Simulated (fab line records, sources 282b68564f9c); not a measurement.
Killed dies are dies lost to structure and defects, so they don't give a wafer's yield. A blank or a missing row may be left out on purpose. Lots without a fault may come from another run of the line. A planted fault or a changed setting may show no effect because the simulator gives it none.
fab line records | flow rit_cmos
record lots=7 wafers=21 last_day=7
route steps=202 shown ACTIVE@1 FOX1@20 FOX2@23 M1@202
lots that met no fault: from a run of the same line without faults
start_h: hours from the record's first day to the start of the lot's first wafer shown | wait_h: hours since the lot's step before | " the same as in the row above | L1.1+2: a row that stands for several wafers | - no value, or no start given | * or withheld: withheld | < > ~ a bound
route shown NAME@n: a module of which the file shows steps, and the number in the route of the first | usual: mean/standard deviation of fault-free wafers | same: alike in all rows | chamber/n: place in a boat | sites: the reading at each site | _std_site: their standard deviation | _edge_site: outer sites' mean less inner sites' | radius_mm: how far each site lies from the wafer's centre | mask NAME#n: copy n | behind: the tool/chamber that last shaped the wafer | hold: why the lot was held/for how many hours/how that ended | device: the transistor (n, p or np) that didn't switch | end of line: the same wafers' tests at the end of the route | a step without rows: its recipe alone | killed: dies lost to structure and defects at the first sort, not the wafer's yield | map: a wafer's dies, x killed, . not, _ none there
set.NAME: the setting as run; set.NAME@STEP: as run at that earlier step | model.NAME: the simulator's own value behind a step, which no gauge read
lots at some steps of the route; a table a step, a row a wafer
services: from which hour (start_h, from the record's first day; less than 0 if before it) a tool's chamber was out of use, for how many hours, and why
## steps
# step RIT_ACTIVE_BOW_MEAS_00
# recipe mode=bow
# usual INCOMING_BOW=1/7.1
# columns lot.wafer tool chamber start_h wait_h INCOMING_BOW[um]
L149.1 film_metro-04 - 10.00 - 7
L149.2 " - " " 0
L149.4 " - " " 4
L152.2 film_metro-04 - 25.02 - 3
L152.3 " - " " 2
L152.4 " - " " 4
L157.2 film_metro-03 - 50.02 - 6
L157.3 " - " " 10
L157.4 " - " " 9
L158.1 film_metro-03 - 55.00 - 2
L158.2 " - " " -3
L158.6 " - " " -6
L160.1 film_metro-03 - 65.00 - -12
L160.2 " - " " -5
L160.5 " - " " -4
L168.1 film_metro-03 - 105.00 - 4
L168.3 " - " " 0
L168.6 " - " " 5
L172.1 film_metro-04 - 125.00 - 2
L172.3 " - " " 3
L172.6 " - " " 0
# step RIT_ACTIVE_OXIDATION_01
# recipe temp_c=1000 ambient=O2 target_thk_a=468 ox_time_s=3360
# usual ox_temp_c=1000.0/0.45
# columns lot.wafer tool chamber start_h wait_h ox_temp_c model.SiO2_of_ACTIVE_OXIDATION_01.thk_nm
L149.1 furnace-04 0 13.62 3.6 1000.0 46.15
L149.2 " 0 " " 1000.4 47.48
L149.4 " 0 " " 999.4 45.95
L152.2 furnace-03 0 29.79 4.8 999.8 47.29
L152.3 " 0 " " 999.5 46.83
L152.4 " 0 " " 1000.2 47.39
L157.2 furnace-04 0 51.42 1.4 1000.0 41.38
L157.3 " 0 " " 999.8 42.07
L157.4 " 0 " " 1000.2 41.72
L158.1 furnace-04 0 56.15 1.1 1000.0 42.3
L158.2 " 0 " " 1000.2 42.01
L158.6 " 0 " " 999.8 42.79
L160.1 furnace-04 0 66.24 1.2 1000.8 39.12
L160.2 " 0 " " 1000.1 40.04
L160.5 " 0 " " 1000.5 40.14
L168.1 furnace-03 0 106.46 1.4 998.8 46.68
L168.3 " 0 " " 999.6 47.32
L168.6 " 0 " " 999.0 46.83
L172.1 furnace-03 0 127.67 2.7 999.7 46.14
L172.3 " 0 " " 1000.2 45.75
L172.6 " 0 " " 1000.1 45.62
# step RIT_ACTIVE_THK_MEAS_02
# recipe reads=SiO2_of_ACTIVE_OXIDATION_01
# usual ACTIVE_OXIDE_THK=47.0/0.98
# columns lot.wafer tool chamber start_h wait_h ACTIVE_OXIDE_THK[nm]
L149.1 film_metro-03 - 15.56 0.0 46.2
L149.2 " - " " 47.5
L149.4 " - " " 46.0
L152.2 film_metro-02 - 31.74 0.0 47.3
L152.3 " - " " 46.8
L152.4 " - " " 47.4
L157.2 film_metro-03 - 53.36 0.0 41.4
L157.3 " - " " 42.1
L157.4 " - " " 41.7
L158.1 film_metro-04 - 58.09 0.0 42.3
L158.2 " - " " 42.0
L158.6 " - " " 42.8
L160.1 film_metro-02 - 68.17 0.0 39.2
L160.2 " - " " 40.0
L160.5 " - " " 40.1
L168.1 film_metro-03 - 108.39 0.0 46.7
L168.3 " - " " 47.3
L168.6 " - " " 46.8
L172.1 film_metro-02 - 129.60 0.0 46.2
L172.3 " - " " 45.7
L172.6 " - " " 45.7
# step RIT_ACTIVE_CVD_03
# recipe material=Si3N4 target_thk_nm=150 temp_c=810 precursor=SiH2Cl2/NH3 time_s=1500 pressure_mtorr=300 sih2cl2_flow_sccm=60 nh3_flow_sccm=150
# step RIT_ACTIVE_THK_MEAS_04
# recipe reads=Si3N4_of_ACTIVE_CVD_03
# usual ACTIVE_NITRIDE_THK=150.4/1.3
# columns lot.wafer tool chamber start_h wait_h ACTIVE_NITRIDE_THK[nm]
L149.1 film_metro-03 - 17.03 0.0 152.6
L149.2 " - " " 150.7
L149.4 " - " " 152.1
L152.2 film_metro-02 - 33.21 0.0 151.3
L152.3 " - " " 150.5
L152.4 " - " " 150.8
L157.2 film_metro-03 - 56.61 0.0 151.0
L157.3 " - " " 149.2
L157.4 " - " " 149.9
L158.1 film_metro-03 - 59.56 0.0 150.8
L158.2 " - " " 152.0
L158.6 " - " " 151.3
L160.1 film_metro-03 - 69.65 0.0 149.3
L160.2 " - " " 147.4
L160.5 " - " " 148.9
L168.1 film_metro-04 - 109.87 0.0 151.3
L168.3 " - " " 152.3
L168.6 " - " " 152.7
L172.1 film_metro-04 - 131.08 0.0 148.3
L172.3 " - " " 149.4
L172.6 " - " " 149.4
# step RIT_ACTIVE_HMDS_05
# recipe prime_time_s=60 prime_temp_c=140
# step RIT_ACTIVE_COAT_06
# recipe resist=NOVOLAK spin_rpm=3250 resist_thk_nm=1000
# step RIT_ACTIVE_SOFTBAKE_07
# recipe resist=NOVOLAK temp_c=90 time_s=60
# step RIT_ACTIVE_EXPOSE_08
# recipe mask_id=M1 na=0.6 source_shape=conventional sigma_outer=0.6 target_cd_nm=1400 dose_mj=225
# step RIT_ACTIVE_PEB_09
# recipe resist=NOVOLAK temp_c=withheld time_s=withheld
# step RIT_ACTIVE_DEVELOP_10
# recipe resist=NOVOLAK develop_time_s=50 dev_temp_c=23
# step RIT_ACTIVE_CD_MEAS_11
# recipe target_cd_nm=1400
# usual cd_nm=1399.2/2.4
# columns lot.wafer tool chamber start_h wait_h cd_nm
L149.1 cd_sem-02 - 18.07 - 1395.5
L149.2 " - " " 1396.7
L149.4 " - " " 1393.6
L152.2 cd_sem-02 - 34.26 - 1399.6
L152.3 " - " " 1398.8
L152.4 " - " " 1399.5
L157.2 cd_sem-02 - 57.67 - 1401.9
L157.3 " - " " 1401.6
L157.4 " - " " 1401.8
L158.1 cd_sem-02 - 60.60 - 1398.7
L158.2 " - " " 1400.4
L158.6 " - " " 1400.0
L160.1 cd_sem-01 - 70.73 - 1399.7
L160.2 " - " " 1399.3
L160.5 " - " " 1398.5
L168.1 cd_sem-01 - 110.78 - 1398.2
L168.3 " - " " 1396.9
L168.6 " - " " 1396.2
L172.1 cd_sem-01 - 132.32 - 1397.3
L172.3 " - " " 1396.8
L172.6 " - " " 1398.5
# step RIT_ACTIVE_HARDBAKE_12
# recipe resist=NOVOLAK temp_c=140 time_s=60
# step RIT_ACTIVE_ETCH_13
# recipe stop_on=SiO2 chemistry=SF6 target=Si3N4 time_s=210 over_etch_frac=0.4 SF6_flow_sccm=200 pressure_mtorr=260 rf_w=125 target_depth_a=2100
# usual drypump_motor_current_A=5.9/0.44 oes_product_au=0.825/0.012 throttle_valve_pct=7.47/0.14
# columns lot.wafer tool chamber start_h wait_h drypump_motor_current_A oes_product_au rf_hours_counter_h throttle_valve_pct
L149.1 rie_diel-04 2 18.34 0.1 5.4 0.853 107 7.37
L149.2 " 3 " " 6.3 0.823 122 7.65
L149.4 " 3 " " 6.3 0.829 - 7.64
L152.2 rie_diel-01 2 34.51 0.1 5.8 0.815 30 7.51
L152.3 " 1 " " 6.1 0.818 60 7.25
L152.4 " 1 " " 6.1 0.813 - 7.26
L157.2 rie_diel-04 3 58.21 0.1 6.3 0.820 122 7.65
L157.3 " 0 " " 5.1 0.844 4 7.31
L157.4 " 2 " " 5.4 0.848 108 7.37
L158.1 rie_diel-01 0 60.87 0.1 5.8 0.821 140 7.58
L158.2 " 1 " " 6.2 0.822 61 7.26
L158.6 " 2 " " 5.7 0.820 - 7.53
L160.1 rie_diel-04 0 71.00 0.1 5.1 0.831 4 7.32
L160.2 " 1 " " 6.0 0.826 0 7.38
L160.5 " 3 " " 6.2 0.818 - 7.64
L168.1 rie_diel-04 3 111.05 0.1 6.3 0.833 123 7.64
L168.3 " 2 " " 5.4 0.854 109 7.37
L168.6 " 0 " " 5.1 0.849 - 7.31
L172.1 rie_diel-01 0 132.59 0.1 5.8 0.806 141 7.57
L172.3 " 3 " " 6.6 0.810 144 7.47
L172.6 " 3 " " 6.6 0.818 - 7.47
# step RIT_ACTIVE_STRIP_14
# recipe chemistry=O2 time_s=180 resist=NOVOLAK platen_temp_c=withheld power_w=500 pressure_mtorr=4000 o2_flow_sccm=4000
# usual drypump_motor_current_A=5.9/0.47
# columns lot.wafer tool chamber start_h wait_h drypump_motor_current_A rf_hours_counter_h
L149.1 plasma_asher-04 1 18.47 0.1 6.7 23
L149.2 " 0 " " 6.3 23
L149.4 " 0 " " 6.4 -
L152.2 plasma_asher-04 1 34.64 0.1 6.7 24
L152.3 " 1 " " 6.7 -
L152.4 " 0 " " 6.4 -
L157.2 plasma_asher-03 0 58.34 0.1 5.8 37
L157.3 " 1 " " 5.5 -
L157.4 " 0 " " 5.9 -
L158.1 plasma_asher-04 1 61.00 0.1 6.7 27
L158.2 " 0 " " 6.3 27
L158.6 " 1 " " 6.7 -
L160.1 plasma_asher-03 0 71.14 0.1 5.9 39
L160.2 " 1 " " 5.5 39
L160.5 " 0 " " 5.9 -
L168.1 plasma_asher-02 0 111.18 0.1 5.8 50
L168.3 " 1 " " 5.4 -
L168.6 " 1 " " 5.3 -
L172.1 plasma_asher-04 1 132.73 0.1 6.7 37
L172.3 " 1 " " 6.7 -
L172.6 " 0 " " 6.4 -
# step RIT_ACTIVE_CD_MEAS_90
# recipe target_cd_nm=1400
# usual cd_nm=1399.2/2.4
# columns lot.wafer tool chamber start_h wait_h cd_nm
L149.1 cd_sem-01 - 18.65 0.1 1395.1
L149.2 " - " " 1396.7
L149.4 " - " " 1394.0
L152.2 cd_sem-02 - 34.84 0.1 1399.5
L152.3 " - " " 1399.1
L152.4 " - " " 1399.5
L157.2 cd_sem-02 - 58.54 0.1 1402.3
L157.3 " - " " 1401.7
L157.4 " - " " 1401.3
L158.1 cd_sem-01 - 61.18 0.1 1398.7
L158.2 " - " " 1400.5
L158.6 " - " " 1400.2
L160.1 cd_sem-01 - 71.31 0.1 1399.7
L160.2 " - " " 1399.6
L160.5 " - " " 1398.7
L168.1 cd_sem-02 - 111.36 0.1 1398.2
L168.3 " - " " 1397.6
L168.6 " - " " 1395.8
L172.1 cd_sem-01 - 132.90 0.1 1396.9
L172.3 " - " " 1396.8
L172.6 " - " " 1398.4
# step RIT_ACTIVE_CLEAN_15
# recipe chemistry=SC1 mix=3:3:50 time_s=600 temp_c=75
# step RIT_ACTIVE_CLEAN_16
# recipe chemistry=dHF dilution=50:1 time_s=30
# step RIT_ACTIVE_CLEAN_17
# recipe chemistry=SC2 mix=3:3:50 time_s=600 temp_c=75 dry=n2_spin
# step RIT_FOX1_OXIDATION_00
# recipe temp_c=1100 ambient=H2O target_thk_a=3507 p_h2o_torr=720 ox_time_s=1130
# step RIT_FOX1_THK_MEAS_01
# recipe reads=SiO2_of_FOX1_OXIDATION_00
# usual FOX1_OXIDE_THK=353/6.1
# columns lot.wafer tool chamber start_h wait_h FOX1_OXIDE_THK[nm]
L149.1 film_metro-04 - 23.58 0.0 357
L149.2 " - " " 353
L149.4 " - " " 354
L152.2 film_metro-04 - 38.82 0.0 353
L152.3 " - " " 354
L152.4 " - " " 359
L157.2 film_metro-04 - 61.06 0.0 339
L157.3 " - " " 339
L157.4 " - " " 340
L158.1 film_metro-02 - 64.74 0.0 352
L158.2 " - " " 355
L158.6 " - " " 353
L160.1 film_metro-01 - 75.66 0.0 351
L160.2 " - " " 354
L160.5 " - " " 348
L168.1 film_metro-02 - 114.41 0.0 352
L168.3 " - " " 357
L168.6 " - " " 360
L172.1 film_metro-02 - 134.76 0.0 355
L172.3 " - " " 355
L172.6 " - " " 353
# step RIT_FOX1_WET_ETCH_02
# recipe chemistry=BOE target_depth_nm=350 time_s=390 temp_c=21.5 dry=n2_spin dilution=10:1 target=SiO2
# step RIT_FOX2_OXIDATION_00
# recipe temp_c=1100 ambient=H2O target_thk_a=3507 p_h2o_torr=720 ox_time_s=1130
# step RIT_FOX2_THK_MEAS_01
# recipe reads=SiO2_of_FOX2_OXIDATION_00
# usual FOX2_OXIDE_THK=351/8.5
# columns lot.wafer tool chamber start_h wait_h FOX2_OXIDE_THK[nm]
L149.1 film_metro-01 - 28.48 0.0 346
L149.2 " - " " 339
L149.4 " - " " 339
L152.2 film_metro-03 - 45.00 0.0 358
L152.3 " - " " 355
L152.4 " - " " 346
L157.2 film_metro-01 - 64.30 0.0 357
L157.3 " - " " 348
L157.4 " - " " 349
L158.1 film_metro-01 - 66.24 0.0 351
L158.2 " - " " 344
L158.6 " - " " 346
L160.1 film_metro-01 - 78.89 0.0 348
L160.2 " - " " 354
L160.5 " - " " 351
L168.1 film_metro-02 - 115.91 0.0 349
L168.3 " - " " 347
L168.6 " - " " 346
L172.1 film_metro-03 - 136.34 0.0 351
L172.3 " - " " 346
L172.6 " - " " 344
# step RIT_FOX2_CLEAN_02
# recipe chemistry=dHF dilution=50:1 time_s=180
# step RIT_FOX2_WET_ETCH_03
# recipe chemistry=H3PO4 target=Si3N4 target_depth_nm=195 temp_c=165 time_s=2700
# columns lot.wafer tool chamber start_h wait_h model.SiO2_of_ACTIVE_OXIDATION_01.thk_nm
L149.1 wet_bench-01 2 28.60 0.0 41.16
L149.2 " 2 " " 42.36
L149.4 " 2 " " 40.99
L152.2 wet_bench-01 1 45.18 0.0 41.17
L152.3 " 1 " " 41.35
L152.4 " 1 " " 41.85
L157.2 wet_bench-02 3 64.42 0.0 36.71
L157.3 " 3 " " 37.35
L157.4 " 3 " " 37
L158.1 wet_bench-04 0 66.36 0.0 37.72
L158.2 " 0 " " 37.02
L158.6 " 0 " " 37.11
L160.1 wet_bench-01 0 79.01 0.0 34.68
L160.2 " 0 " " 35.51
L160.5 " 0 " " 35.6
L168.1 wet_bench-04 1 116.03 0.0 41.6
L168.3 " 1 " " 42.15
L168.6 " 1 " " 41.71
L172.1 wet_bench-01 1 136.46 0.0 41.02
L172.3 " 1 " " 40.64
L172.6 " 1 " " 40.57
# step RIT_FOX2_THK_MEAS_90
# recipe reads=SiO2_of_FOX2_OXIDATION_00
# usual FIELD_OXIDE_LEFT_1_THK=324/8.4
# columns lot.wafer tool chamber start_h wait_h FIELD_OXIDE_LEFT_1_THK[nm]
L149.1 film_metro-03 - 29.35 0.0 319
L149.2 " - " " 312
L149.4 " - " " 311
L152.2 film_metro-03 - 45.95 0.0 331
L152.3 " - " " 328
L152.4 " - " " 318
L157.2 film_metro-01 - 65.19 0.0 329
L157.3 " - " " 320
L157.4 " - " " 321
L158.1 film_metro-03 - 67.19 0.0 324
L158.2 " - " " 318
L158.6 " - " " 320
L160.1 film_metro-01 - 79.77 0.0 320
L160.2 " - " " 327
L160.5 " - " " 323
L168.1 film_metro-02 - 116.78 0.0 322
L168.3 " - " " 319
L168.6 " - " " 319
L172.1 film_metro-01 - 137.22 0.0 324
L172.3 " - " " 318
L172.6 " - " " 317
# step RIT_M1_PROBE_99
# usual killed_at_contacts=0.0/0.2 killed_at_front_end=7.3/2.8 killed_dies=7.3/2.8 killed_open=3.8/1.9 killed_short=3.5/1.8
# same gross_dies=264 killed_at_M0_to_M3=0 killed_at_M4_up=0 killed_at_back_side=0 killed_at_other=0
# columns lot.wafer tool chamber start_h wait_h killed_at_contacts killed_at_front_end killed_dies killed_open killed_short model.etest.pldd.width_nm model.etest.nldd.width_nm model.etest.pplus_sal.width_nm model.etest.nplus_sal.width_nm model.etest.nmos_narrow.drive_ua_um model.etest.pmos_narrow.drive_ua_um
L149.1 prober-01 - 77.57 0.1 0 12 12 7 5 3177 3172 3451 3450 223.6 101.4
L149.2 prober-01 - 77.62 0.1 0 6 6 5 1 3178 3176 3428 3439 223.1 102.5
L149.4 prober-01 - 77.72 0.2 0 6 6 4 2 3193 3175 3456 3428 226.3 104.2
L152.2 prober-02 - 91.25 0.1 0 9 9 5 4 3155 3159 3447 3420 213.8 97.68
L152.3 prober-02 - 91.30 0.2 0 4 4 0 4 3158 3139 3459 3445 218.3 99.68
L152.4 prober-02 - 91.35 0.2 1 9 10 7 3 3178 3155 3448 3446 217.9 98.82
L157.2 prober-01 - 105.95 0.1 0 11 11 4 7 3258 3226 3513 3504 234.2 106.1
L157.3 prober-01 - 106.00 0.2 0 10 10 4 6 3230 3239 3500 3486 232.5 106.5
L157.4 prober-01 - 106.05 0.2 0 6 6 2 4 3252 3243 3490 3486 234.3 106.5
L158.1 prober-02 - 108.58 0.1 0 9 9 4 5 3212 3210 3496 3482 239.3 109
L158.2 prober-02 - 108.63 0.1 0 10 10 5 5 3232 3208 3494 3507 243.2 111.6
L158.6 prober-02 - 108.83 0.2 0 7 7 5 2 3206 3207 3478 3484 238.8 108
L160.1 prober-02 - 118.82 0.1 0 9 9 4 5 3251 3252 3479 3497 245.9 109.9
L160.2 prober-02 - 118.87 0.1 0 5 5 3 2 3223 3229 3486 3478 235.1 103.4
L160.5 prober-02 - 119.02 0.2 0 8 8 2 6 3229 3245 3499 3492 241.8 107.9
L168.1 prober-02 - 159.37 0.1 0 8 8 4 4 3170 3165 3458 3454 222.7 102.1
L168.3 prober-02 - 159.47 0.2 0 4 4 3 1 3157 3165 3439 3427 223.5 101.9
L168.6 prober-02 - 159.62 0.2 0 6 6 4 2 3179 3155 3443 3438 225.1 104
L172.1 prober-02 - 176.64 0.1 0 3 3 0 3 3165 3171 3435 3436 217.3 95.68
L172.3 prober-02 - 176.74 0.2 0 6 6 4 2 3188 3177 3449 3446 218.8 97.27
L172.6 prober-02 - 176.89 0.2 0 7 7 3 4 3198 3200 3484 3460 225.8 99.62
# killed by level:class
L149.1 REOX:geometric_particle:open=3 FOX1:geometric_particle:short=2 GATE:geometric_particle:short=2 FOX1:geometric_particle:open=1 FOX2:geometric_particle:short=1 FOX2:geometric_particle:open=1 GATE:geometric_particle:open=1 SILICIDE:geometric_particle:open=1
L149.2 REOX:geometric_particle:open=2 GATE:geometric_particle:open=1 REOX:geometric_particle:short=1 SPACER:geometric_particle:open=1 SILICIDE:geometric_particle:open=1
L149.4 REOX:geometric_particle:short=2 FOX2:geometric_particle:open=1 GATE:geometric_particle:open=1 REOX:geometric_particle:open=1 SPACER:geometric_particle:open=1
L152.2 GATE:geometric_particle:open=3 GATE:geometric_particle:short=2 FOX1:geometric_particle:short=1 FOX1:geometric_particle:open=1 REOX:geometric_particle:short=1 REOX:geometric_particle:open=1
L152.3 FOX1:geometric_particle:short=2 GATE:geometric_particle:short=1 REOX:geometric_particle:short=1
L152.4 GATE:geometric_particle:open=5 FOX1:geometric_particle:open=1 GATE:geometric_particle:short=1 REOX:geometric_particle:short=1 SILICIDE:geometric_particle:short=1 CONTACT:geometric_particle:open=1
L157.2 FOX1:geometric_particle:short=3 FOX1:geometric_particle:open=3 FOX2:geometric_particle:short=2 SILICIDE:geometric_particle:short=2 GATE:geometric_particle:open=1
L157.3 SILICIDE:geometric_particle:short=3 GATE:geometric_particle:short=2 SILICIDE:geometric_particle:open=2 FOX1:geometric_particle:open=1 FOX1:geometric_particle:short=1 FOX2:geometric_particle:open=1
L157.4 FOX1:geometric_particle:open=2 FOX1:geometric_particle:short=1 GATE:geometric_particle:short=1 REOX:geometric_particle:short=1 SPACER:geometric_particle:short=1
L158.1 GATE:geometric_particle:short=4 GATE:geometric_particle:open=2 FOX1:geometric_particle:open=1 REOX:geometric_particle:short=1 SILICIDE:geometric_particle:open=1
L158.2 SILICIDE:geometric_particle:open=3 GATE:geometric_particle:short=2 SPACER:geometric_particle:short=2 GATE:geometric_particle:open=1 SPACER:geometric_particle:open=1 SILICIDE:geometric_particle:short=1
L158.6 SPACER:geometric_particle:open=2 SILICIDE:geometric_particle:open=2 FOX2:geometric_particle:open=1 GATE:geometric_particle:short=1 SPACER:geometric_particle:short=1
L160.1 SILICIDE:geometric_particle:short=3 GATE:geometric_particle:short=2 FOX1:geometric_particle:open=1 GATE:geometric_particle:open=1 REOX:geometric_particle:open=1 SILICIDE:geometric_particle:open=1
L160.2 GATE:geometric_particle:open=2 GATE:geometric_particle:short=1 SPACER:geometric_particle:short=1 SILICIDE:geometric_particle:open=1
L160.5 GATE:geometric_particle:short=2 REOX:geometric_particle:short=2 GATE:geometric_particle:open=1 REOX:geometric_particle:open=1 SPACER:geometric_particle:short=1 SILICIDE:geometric_particle:short=1
L168.1 REOX:geometric_particle:open=2 SILICIDE:geometric_particle:open=2 FOX1:geometric_particle:short=1 GATE:geometric_particle:short=1 REOX:geometric_particle:short=1 SILICIDE:geometric_particle:short=1
L168.3 GATE:geometric_particle:open=2 FOX1:geometric_particle:open=1 REOX:geometric_particle:short=1
L168.6 GATE:geometric_particle:open=2 FOX1:geometric_particle:short=1 REOX:geometric_particle:open=1 SILICIDE:geometric_particle:short=1 STARTING-WAFER:geometric_particle:open=1
L172.1 GATE:geometric_particle:short=3
L172.3 GATE:geometric_particle:open=3 FOX1:geometric_particle:short=2 SILICIDE:geometric_particle:open=1
L172.6 FOX1:geometric_particle:open=2 GATE:geometric_particle:short=2 FOX1:geometric_particle:short=1 SPACER:geometric_particle:short=1 SILICIDE:geometric_particle:open=1
## services
# columns tool chamber start_h hours kind
furnace-04 - -9.41 2.7 pm
rie_diel-04 1 3.19 - clean
rie_diel-04 1 3.19 18.7 scheduled_down
rie_diel-04 1 3.19 18.7 vent_cycle
rie_diel-01 0 29.71 7.2 repair
furnace-04 - 42.68 4.2 pm
furnace-03 - 55.41 4.3 pm
rie_diel-04 1 88.36 1.2 repair
rie_diel-04 - 100.03 1.5 repair
furnace-04 - 106.65 2.6 pm
## key
first_sign step=RIT_ACTIVE_THK_MEAS_02 reading=ACTIVE_OXIDE_THK direction=down sigmas=5.9 usual=47.0 struck=41.3
effect none on later readings
model_effect step=RIT_ACTIVE_OXIDATION_01 value=SiO2_of_ACTIVE_OXIDATION_01.thk_nm without=47.39 struck=41.29
model_effect step=RIT_FOX2_WET_ETCH_03 value=SiO2_of_ACTIVE_OXIDATION_01.thk_nm without=41.95 struck=36.52
model_effect step=RIT_M1_PROBE_99 value=etest.pldd.width_nm without=3175 struck=3233
met_at RIT_ACTIVE_OXIDATION_01
struck_wafers L157.2,L157.3,L157.4,L158.1,L158.2,L158.6,L160.1,L160.2,L160.5
tester_left_out L157,L158,L160
onset_between 13.62 51.42
fault kind=process_parameter_drift tool=furnace-04 chamber=- onset_h=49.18 steps=RIT_ACTIVE_OXIDATION_01 channel=ox_time_s offset=* shape=step end_h=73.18 acts_in=* stated=*
# tester_left_out: of these lots the tester's yield and bins aren't shown, on N5 and GAA mostly nor the transistor test; their killed dies are dies lost to structure and defects alone, not to doping, threshold or leakage, so they don't give the yield
